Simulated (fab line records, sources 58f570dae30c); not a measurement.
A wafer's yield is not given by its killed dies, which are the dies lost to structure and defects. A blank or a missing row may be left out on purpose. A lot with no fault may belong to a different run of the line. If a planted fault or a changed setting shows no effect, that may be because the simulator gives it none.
Which of the tools did it?    flow berkeley_cmos170    7 lots with 21 wafers sampled at 2 steps, on a route of 331 steps

WHAT THE GAUGES SHOWED, per wafer
UCB170_NWELL_THK_MEAS_05.
lot   measured     on             NWELL_NITRIDE_THK (nm)
L653  day 2 13:31  film_metro-01  224.5 223.4 224.1
L655  day 3 02:26  film_metro-02  224.8 225.3 226.5
L658  day 3 21:58  film_metro-01  292.3 294.5 291.4
L660  day 4 06:32  film_metro-01  220.9 219.1 218.5
L669  day 6 01:53  film_metro-03  225.3 225.6 226.7
L673  day 6 20:51  film_metro-02  225.6 225.1 224.0
L675  day 7 07:22  film_metro-03  222.5 222.5 224.4

WHICH TOOL RAN EACH LOT (tool, then ch and the chambers of the sampled wafers, then the start)
lot   UCB170_NWELL_CVD_04
L653  lpcvd-01 ch 1, day 2 11:34
L655  lpcvd-02 ch 1, day 3 00:31
L658  lpcvd-02 ch 1, day 3 20:01
L660  lpcvd-01 ch 0, day 4 04:36
L669  lpcvd-01 ch 1, day 5 23:56
L673  lpcvd-02 ch 0, day 6 18:55
L675  lpcvd-02 ch 0, day 7 05:25
- UCB170_NWELL_CVD_04: deposits Si3N4 from SiH2Cl2/NH3, target thk 224 nm, time 3360 s.

THE ANSWER, worked out from the rows above alone
Rule: the lots themselves supply what counts as usual. The widest of any qualifying gaps counts: lots, ordered by their means at a reading, are off when they make up no more than a third of the lots, leave a main group of 4 or more, and stand apart from it by 3 or more times the standard deviation of that group's means. Not used: any main group whose means are identical at the precision the tables above print for the reading. A lot without any number at a reading at which 4 lots or more have one is off too. Any other lot the step has rows for is counted as sound.
Off: at UCB170_NWELL_THK_MEAS_05 (NWELL_NITRIDE_THK), L658. Main group: mean 223.8 nm, sd 2.1.
If a tool, at a process step before that reading, ran all the lots that are off and no sound lot after the first of them, it fits. Gauges at UCB170_NWELL_THK_MEAS_05: tried the same way as those tools. Of those tried, none fits.

WHAT HAD BEEN PUT IN BY THE SIMULATOR
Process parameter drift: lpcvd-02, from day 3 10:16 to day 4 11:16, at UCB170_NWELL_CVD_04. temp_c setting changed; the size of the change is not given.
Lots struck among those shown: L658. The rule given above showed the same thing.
